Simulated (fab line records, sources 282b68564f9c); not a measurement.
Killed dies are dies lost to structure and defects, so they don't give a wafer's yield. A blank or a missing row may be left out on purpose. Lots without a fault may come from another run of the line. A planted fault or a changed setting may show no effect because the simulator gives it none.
Which tool did it? | flow rit_cmos | 7 lots, 21 wafers sampled, at 2 steps of a route of 202

WHAT THE GAUGES READ, wafer by wafer
RIT_NRETRO_TW_MEAS_10.
lot  | measured    | on            | NRETRO_TW
L260 | day 2 18:28 | film_metro-04 | 1041 1037 1041
L262 | day 3 02:41 | film_metro-04 | 1040 1047 1042
L264 | day 3 14:18 | film_metro-04 | 1041 1046 1043
L267 | day 4 08:44 | film_metro-04 | 1043 1048 1041
L269 | day 4 19:29 | film_metro-01 | 1053 1047 1042
L275 | day 6 04:19 | film_metro-01 | 1015 1020 1015
L281 | day 7 04:40 | film_metro-01 | 1041 1038 1043

WHICH TOOL RAN EACH LOT (tool, then ch and the chambers of the sampled wafers, then the start)
lot  | RIT_NRETRO_IMPLANT_08
L260 | implanter-01 ch 0, day 2 18:09
L262 | implanter-04 ch 0, day 3 02:22
L264 | implanter-04 ch 0, day 3 14:01
L267 | implanter-04 ch 0, day 4 08:24
L269 | implanter-03 ch 0, day 4 19:09
L275 | implanter-01 ch 0, day 6 03:59
L281 | implanter-04 ch 0, day 7 04:20
- RIT_NRETRO_IMPLANT_08

THE ANSWER, worked out from the rows above alone
Rule: what is usual is taken from the lots themselves. Put in order of their means at a reading, lots are off if they are a third of the lots or fewer, leave a main group of 4 or more, and stand apart from it by a gap of 3 or more times the standard deviation of the main group's means; of several such gaps the widest counts. A main group whose means are all the same, to the digits that the tables above print for the reading, isn't used. A lot without any number at a reading at which 4 lots or more have one is off too. The other lots that the step has rows for count as sound.
Off: L275, at RIT_NRETRO_TW_MEAS_10 (NRETRO_TW). The main group: mean 1043, standard deviation 2.5.
A tool fits if, at a process step before that reading, it ran every lot that is off, and no sound lot after the first of them. The gauges at RIT_NRETRO_TW_MEAS_10 are tried like those tools. One fits: implanter-01 at RIT_NRETRO_IMPLANT_08. Its last sound lot is L260 (day 2 18:09), its first lot that is off L275 (day 6 03:59): a fault that began between those two fits.

WHAT THE SIMULATOR HAD PUT IN
Process parameter drift: implanter-01, from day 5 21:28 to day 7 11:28, at RIT_NRETRO_IMPLANT_08. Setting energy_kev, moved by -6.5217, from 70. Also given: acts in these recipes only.
Lots struck among those shown: L275. The rule above found the same.
